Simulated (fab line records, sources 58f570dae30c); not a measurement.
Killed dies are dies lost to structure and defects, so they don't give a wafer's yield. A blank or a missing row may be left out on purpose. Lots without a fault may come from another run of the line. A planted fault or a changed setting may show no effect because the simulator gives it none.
Which tool did it? | flow berkeley_cmos170 | 6 lots, 18 wafers sampled, at 1 step of a route of 331

WHAT THE GAUGES READ, wafer by wafer
UCB170_CONTACT_THK_MEAS_02.
lot  | measured     | on            | CONTACT_PSG_THK (nm)
L637 | day 8 09:13  | film_metro-01 | 699 696 701
L638 | day 9 00:14  | film_metro-01 | 711 706 709
L646 | day 10 16:40 | film_metro-01 | 691 692 695
L647 | day 10 18:28 | film_metro-03 | 689 697 690
L653 | day 11 19:28 | film_metro-02 | 704 704 704
L658 | day 14 05:02 | film_metro-01 | 705 695 698

WHICH TOOL RAN EACH LOT (tool, then ch and the chambers of the sampled wafers, then the start)
The record holds no process step before these readings.

THE ANSWER, worked out from the rows above alone
Rule: what is usual is taken from the lots themselves. Put in order of their means at a reading, lots are off if they are a third of the lots or fewer, leave a main group of 4 or more, and stand apart from it by a gap of 3 or more times the standard deviation of the main group's means; of several such gaps the widest counts. A main group whose means are all the same, to the digits that the tables above print for the reading, isn't used. A lot without any number at a reading at which 4 lots or more have one is off too. The other lots that the step has rows for count as sound.
No lot is off at any reading shown: from this, nothing can be told.

WHAT THE SIMULATOR HAD PUT IN
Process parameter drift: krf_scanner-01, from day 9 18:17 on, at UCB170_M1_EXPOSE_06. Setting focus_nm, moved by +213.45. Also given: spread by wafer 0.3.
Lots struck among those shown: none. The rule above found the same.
